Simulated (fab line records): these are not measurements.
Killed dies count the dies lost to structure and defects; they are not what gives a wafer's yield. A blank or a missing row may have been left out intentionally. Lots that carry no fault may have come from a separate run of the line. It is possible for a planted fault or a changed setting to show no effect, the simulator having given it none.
Struck lot and sound lot, side by side	flow ritCmos	34 steps out of a route of 202
Sound: these wafers, L104.1, L104.2, L104.6. Struck: wafers L116.1, L116.3, L116.6. The cause comes at the end.
Each step with rows lists, per side, the tool, then ch with its chambers, then its first start. Under that, the readings that differ: sound wafers	struck wafers	difference of the means	sigmas: that difference in standard deviations of wafers without a fault.
alike: a reading whose means differ by less than 2 such deviations, as well as words and numbers matching on both sides. not compared: withheld readings; readings where some wafer has no value; bounds like >300 that might hide an equal value; numbers whose values overlap and for which the record gives no deviation.
The two part at a step that has a row with sigmas, a row that says differs or no value, or rows on one side only. Numbers that don't overlap but have no deviation are shown without sigmas and don't part them. A reading that every wafer of one side lacks parts them only if that side has two wafers or more.

first, 2 steps without rows for these wafers: RIT_SPACER_CLEAN_02 (cleans in SC2, time 600 s); RIT_SPACER_CVD_03 (deposits Si3N4 from SiH2Cl2/NH3, target thk 250 nm, time 3300 s).
RIT_SPACER_THK_MEAS_04:
  struck on filmMetro-03, day 5 11:14; sound on filmMetro-01, day 3 02:53
  alike: SPACER_NITRIDE_THK
RIT_SPACER_ETCHBACK_05: etches Si3N4 in SF6/CHF3, stops on SiO2, target depth 250 nm, time 240 s.
  sound on rieDiel-01 ch 0,1,2, day 3 02:56; struck on rieDiel-02 ch 0,2,3, day 5 11:17
  alike: drypumpMotorCurrentA, oesProductAu, throttleValvePct
  not compared: rfHoursCounterH
then, 6 steps without rows for these wafers: RIT_NSD_HMDS_00 (prime time 60 s); RIT_NSD_COAT_01 (resist thk 1000 nm); RIT_NSD_SOFTBAKE_02 (time 60 s); RIT_NSD_EXPOSE_03 (exposes mask M9, target cd 40700 nm); RIT_NSD_PEB_04; RIT_NSD_DEVELOP_05 (develop time 50 s).
RIT_NSD_OVL_MEAS_06:
  struck on overlay-02, day 5 12:25; sound on overlay-02, day 3 04:06
  alike: NSD_OVL
then, 1 step without rows for these wafers: RIT_NSD_HARDBAKE_07 (time 60 s).
RIT_NSD_IMPLANT_08:
  sound on implanter-01 ch 0, day 3 04:17; struck on implanter-01 ch 0, day 5 12:36
reading	sound	struck	difference	sigmas
doseIonsCm2	9.995e+14 1.0003e+15 9.999e+14	1.4446e+15 1.4442e+15 1.4457e+15	+4.4493e+14	+99 or more
endStationPressureTorr (Torr)	8.1e-06 8.4e-06 7.3e-06	9e-06 8.2e-06 9e-06	+8e-07	+2
faradayCurrentUA	3111 3151 3178	4550 4538 4600	+1416	+22
RIT_NSD_STRIP_09: strips in O2, time 180 s.
  sound on plasmaAsher-02 ch 0,1, day 3 04:26; struck on plasmaAsher-04 ch 0, day 5 12:45
reading	sound	struck	difference	sigmas
drypumpMotorCurrentA (A)	6.1 5.7 5.7	5.1 5.1 5.1	-0.7	-2
  alike: rfReflPowerW
  not compared: rfHoursCounterH
RIT_NSD_TW_MEAS_10:
  struck on filmMetro-01, day 5 12:55; sound on filmMetro-04, day 3 04:37
reading	sound	struck	difference	sigmas
NSD_TW	3164 3178 3157	3310 3301 3318	+143	+4
then, 6 steps without rows for these wafers: RIT_PSD_HMDS_00 (prime time 60 s); RIT_PSD_COAT_01 (resist thk 994.2 nm); RIT_PSD_SOFTBAKE_02 (time 60 s); RIT_PSD_EXPOSE_03 (exposes mask M10, target cd 40900 nm); RIT_PSD_PEB_04; RIT_PSD_DEVELOP_05 (develop time 50 s).
RIT_PSD_OVL_MEAS_06:
  struck on overlay-01, day 5 14:04; sound on overlay-02, day 3 05:39
  alike: PSD_OVL
then, 2 steps without rows for these wafers: RIT_PSD_HARDBAKE_07 (time 60 s); RIT_PSD_IMPLANT_08.
RIT_PSD_STRIP_09: strips in O2, time 180 s.
  sound on plasmaAsher-01 ch 0,1, day 3 05:59; struck on plasmaAsher-03 ch 0,1, day 5 14:24
  alike: drypumpMotorCurrentA, rfReflPowerW
  not compared: rfHoursCounterH
RIT_PSD_TW_MEAS_10:
  struck on filmMetro-02, day 5 14:34; sound on filmMetro-01, day 3 06:10
  alike: PSD_TW
then, 3 steps without rows for these wafers: RIT_SDANNEAL_CLEAN_00 (cleans in SC1, time 600 s); RIT_SDANNEAL_CLEAN_01 (cleans in dHF, time 30 s); RIT_SDANNEAL_CLEAN_02 (cleans in SC2, time 600 s).
RIT_SDANNEAL_RTA_03: time 5 s.
  sound on rtpAnneal-02 ch 0, day 3 06:35; struck on rtpAnneal-02 ch 0, day 5 15:02
  alike: wafer_temp_C_max
RIT_SDANNEAL_RS_MEAS_04: the measuring method here is four-point-probe.
  struck on filmMetro-04, day 5 15:05; sound on filmMetro-01, day 3 06:38
  alike: PSD_RS
RIT_SDANNEAL_RS_MEAS_05: the measuring method here is four-point-probe.
  struck on filmMetro-04, day 5 15:13; sound on filmMetro-01, day 3 06:46
reading	sound	struck	difference	sigmas
NSD_RS (ohm/sq)	84.5 84.5 84.8	63.7 63.9 63.9	-20.8	-69
RIT_SDANNEAL_RS_MEAS_06: the measuring method here is four-point-probe.
  struck on filmMetro-04, day 5 15:20; sound on filmMetro-01, day 3 06:53
  alike: PLDD_RS
RIT_M1_PROBE_99:
  struck on prober-02, day 5 23:37; sound on prober-02, day 3 14:50
reading	sound	struck	difference	sigmas
model.etest.nmos_0p3.rOnOhmUm	2182 2166 2192	2081 2080 2108	-90	
model.etest.nmos_0p15.driveUaUm	451.9 457.1 449.5	478.8 476.4 466.7	+21.1	
model.etest.contactNplus.endOhmUm	41.07 39 40.7	24.88 25.25 25.51	-15.04	
model.etest.nmosNarrow.driveUaUm	217.5 223.3 219.5	236.6 231.5 230.2	+12.7	
model.etest.nmos_0p3.driveUaUm	221.6 222 220.5	232.7 234.2 233.2	+12.0	
model.etest.npolyLine.rsOhmSq	16.84 17.07 17	16.62 16.64 16.62	-0.34	
model.etest.nmos_0p15.toxInvNm (nm)	4.533 4.506 4.484	4.316 4.253 4.304	-0.217	
  alike: killedAtContacts, killedAtFrontEnd, killedDies, killedOpen, killedShort
  not compared: model.etest.nmos_0p15.rOnOhmUm

== WHERE THEY PART ==
First at RIT_NSD_IMPLANT_08; last, within this record, at RIT_SDANNEAL_RS_MEAS_05. Later steps at which nothing parts them and some readings are alike: RIT_SDANNEAL_RS_MEAS_06, RIT_M1_PROBE_99.

WHY: the cause the simulator had injected
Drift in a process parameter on implanter-01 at RIT_NSD_IMPLANT_08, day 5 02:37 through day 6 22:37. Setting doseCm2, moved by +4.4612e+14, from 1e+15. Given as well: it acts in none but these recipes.
